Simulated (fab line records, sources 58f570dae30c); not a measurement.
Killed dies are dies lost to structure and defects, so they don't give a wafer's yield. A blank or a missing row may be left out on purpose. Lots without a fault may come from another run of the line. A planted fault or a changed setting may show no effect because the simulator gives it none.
Which tool did it? | flow berkeley_cmos170 | 10 lots, 30 wafers sampled, at 5 steps of a route of 331

WHAT THE GAUGES READ, wafer by wafer
UCB170_START_BOW_MEAS_00.
lot  | measured    | on            | INCOMING_BOW (um)
L884 | day 1 10:01 | film_metro-04 | 10 4 -7
L885 | day 1 15:01 | film_metro-01 | -2 4 2
L889 | day 2 11:01 | film_metro-02 | 11 2 -4
L890 | day 2 16:00 | film_metro-01 | 1 2 -4
L894 | day 3 12:01 | film_metro-02 | -3 6 1
L896 | day 3 22:00 | film_metro-02 | -3 -8 -3
L899 | day 4 13:00 | film_metro-02 | -2 -4 4
L900 | day 4 18:02 | film_metro-02 | 1 9 -5
L901 | day 4 23:00 | film_metro-04 | 7 5 5
L907 | day 6 05:01 | film_metro-04 | -3 2 1

UCB170_ACTIVE_THK_MEAS_03.
lot  | measured    | on            | ACTIVE_OXIDE_THK (nm)
L884 | day 4 06:00 | film_metro-04 | 26.8 26.1 26.4
L885 | day 4 21:53 | film_metro-04 | 26.0 26.5 26.1
L889 | day 5 18:41 | film_metro-01 | 26.7 26.3 27.0
L890 | day 5 18:40 | film_metro-02 | 27.2 27.0 27.0
L894 | day 6 23:15 | film_metro-02 | 26.0 25.9 26.1
L896 | day 6 23:14 | film_metro-04 | 25.5 25.5 25.4
L899 | day 7 15:28 | film_metro-02 | 26.9 26.8 26.9
L900 | day 7 15:29 | film_metro-04 | 27.9 27.8 28.1
L901 | day 8 04:40 | film_metro-02 | 27.3 27.2 27.4
L907 | day 9 05:00 | film_metro-01 | 26.4 26.1 26.1

UCB170_GATE_THK_MEAS_02.
lot  | measured     | on            | GATE_OXIDE_THK (nm)
L884 | day 6 20:25  | film_metro-03 | 6.82 6.75 6.66
L885 | day 7 01:47  | film_metro-01 | 6.72 6.71 6.65
L889 | day 8 06:37  | film_metro-01 | 6.46 6.39 6.35
L890 | day 8 06:37  | film_metro-04 | 6.68 6.55 6.75
L894 | day 9 09:03  | film_metro-03 | 5.95 5.84 5.83
L896 | day 9 09:06  | film_metro-03 | 5.82 5.94 5.89
L899 | day 10 01:06 | film_metro-01 | 6.73 6.77 6.75
L900 | day 10 01:07 | film_metro-03 | 6.60 6.54 6.47
L901 | day 10 22:53 | film_metro-03 | 6.54 6.54 6.57
L907 | day 11 18:30 | film_metro-01 | 6.67 6.67 6.66

WHICH TOOL RAN EACH LOT (tool, then ch and the chambers of the sampled wafers, then the start)
lot  | UCB170_PFIELD_STRIP_08              | UCB170_GATE_OXIDATION_01
L884 | plasma_asher-04 ch 1, day 4 22:32   | furnace-01 ch 0, day 6 18:50
L885 | plasma_asher-03 ch 0, day 5 08:13   | furnace-01 ch 0, day 7 00:16
L889 | plasma_asher-04 ch 0,1, day 6 10:31 | furnace-02 ch 0, day 8 05:07
L890 | plasma_asher-03 ch 0,1, day 6 10:20 | furnace-02 ch 0, day 8 05:07
L894 | plasma_asher-04 ch 0,1, day 7 13:10 | furnace-01 ch 0, day 9 07:32
L896 | plasma_asher-04 ch 0,1, day 7 13:43 | furnace-01 ch 0, day 9 07:32
L899 | plasma_asher-03 ch 0,1, day 8 06:01 | furnace-04 ch 0, day 9 23:36
L900 | plasma_asher-04 ch 0,1, day 8 05:37 | furnace-04 ch 0, day 9 23:36
L901 | plasma_asher-01 ch 0,1, day 8 16:25 | furnace-02 ch 0, day 10 21:23
L907 | plasma_asher-01 ch 0,1, day 9 17:58 | furnace-02 ch 0, day 11 16:59
- UCB170_PFIELD_STRIP_08: strips in O2.
- UCB170_GATE_OXIDATION_01: target thk 6.6 nm, ox time 1800 s.

WHAT THE TOOLS THEMSELVES READ (means of the sampled wafers that have a number; where no wafer has one, the mark that the record gives instead)
UCB170_PFIELD_STRIP_08.
lot  | tool            | drypump_motor_current_A (A) | oes_product_au (a.u.) | strip_time_to_endpoint_s (s)
L884 | plasma_asher-04 | 5.7                         | 0.732                 | 21.53
L885 | plasma_asher-03 | 5.2                         | 0.730                 | 21.60
L889 | plasma_asher-04 | 5.9                         | 0.735                 | 21.61
L890 | plasma_asher-03 | 6.0                         | 0.733                 | 21.70
L894 | plasma_asher-04 | 5.9                         | 0.731                 | 21.62
L896 | plasma_asher-04 | 6.1                         | 0.731                 | 21.69
L899 | plasma_asher-03 | 5.6                         | 0.735                 | 21.60
L900 | plasma_asher-04 | 6.1                         | 0.729                 | 21.57
L901 | plasma_asher-01 | 6.4                         | 0.734                 | 21.61
L907 | plasma_asher-01 | 6.4                         | 0.740                 | 21.57

UCB170_GATE_OXIDATION_01.
lot  | tool       | spike_tc_centre_C (C) | spike_tc_load_C (C) | spike_tc_source_C (C) | tube_center_temp_C (C) | tube_center_temp_C_max
L884 | furnace-01 | 852.9                 | 877.1               | 873.1                 | 850                    | 852.3
L885 | furnace-01 | 853.2                 | 876.5               | 872.2                 | 850                    | 852.0
L889 | furnace-02 | 853.8                 | 875.4               | 873.6                 | 850                    | 852.2
L890 | furnace-02 | 853.5                 | 873.1               | 874.4                 | 850                    | 851.9
L894 | furnace-01 | 844.3                 | 867.0               | 863.8                 | 841                    | 842.8
L896 | furnace-01 | 844.7                 | 867.4               | 863.3                 | 841                    | 843.1
L899 | furnace-04 | 852.0                 | 879.8               | 869.6                 | 850                    | 852.2
L900 | furnace-04 | 851.6                 | 879.3               | 868.9                 | 850                    | 851.9
L901 | furnace-02 | 854.8                 | 875.1               | 873.7                 | 850                    | 851.9
L907 | furnace-02 | 854.8                 | 874.1               | 874.3                 | 850                    | 852.0

THE ANSWER, worked out from the rows above alone
Rule: what is usual is taken from the lots themselves. Put in order of their means at a reading, lots are off if they are a third of the lots or fewer, leave a main group of 4 or more, and stand apart from it by a gap of 3 or more times the standard deviation of the main group's means; of several such gaps the widest counts. A main group whose means are all the same, to the digits that the tables above print for the reading, isn't used. A lot without any number at a reading at which 4 lots or more have one is off too. The other lots that the step has rows for count as sound. The gauges are gone through in route order, then the tools' own readings, and for those a lot's mean is taken as printed above. The first step at which some lot is off is used, and at that step the reading that is off furthest; a lot without a number counts as furthest.
Off: L894, L896, at UCB170_GATE_THK_MEAS_02 (GATE_OXIDE_THK). The main group: mean 6.62 nm, standard deviation 0.11.
A tool fits if, at a process step before that reading, it ran every lot that is off, and no sound lot after the first of them. The gauges at UCB170_GATE_THK_MEAS_02 aren't tried: what is off there is off at UCB170_GATE_OXIDATION_01 too, on other tools, and a gauge's error can't cause that. One fits: furnace-01 at UCB170_GATE_OXIDATION_01. Its last sound lot is L885 (day 7 00:16), its first lot that is off L894 (day 9 07:32): a fault that began between those two fits.
The tool's own readings at UCB170_GATE_OXIDATION_01 bear it out: on the lots that are off they differ by more than 5 times the standard deviation of the sound lots' means. spike_tc_centre_C reads 844.5 C there against 853.3 C on the sound lots; tube_center_temp_C reads 841 C there against 850 C on the sound lots; tube_center_temp_C_max reads 843.0 there against 852.0 on the sound lots.

WHAT THE SIMULATOR HAD PUT IN
Process parameter drift: furnace-01, from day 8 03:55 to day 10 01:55, at UCB170_GATE_OXIDATION_01. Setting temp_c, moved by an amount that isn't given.
Lots struck among those shown: L894, L896. The rule above found the same.
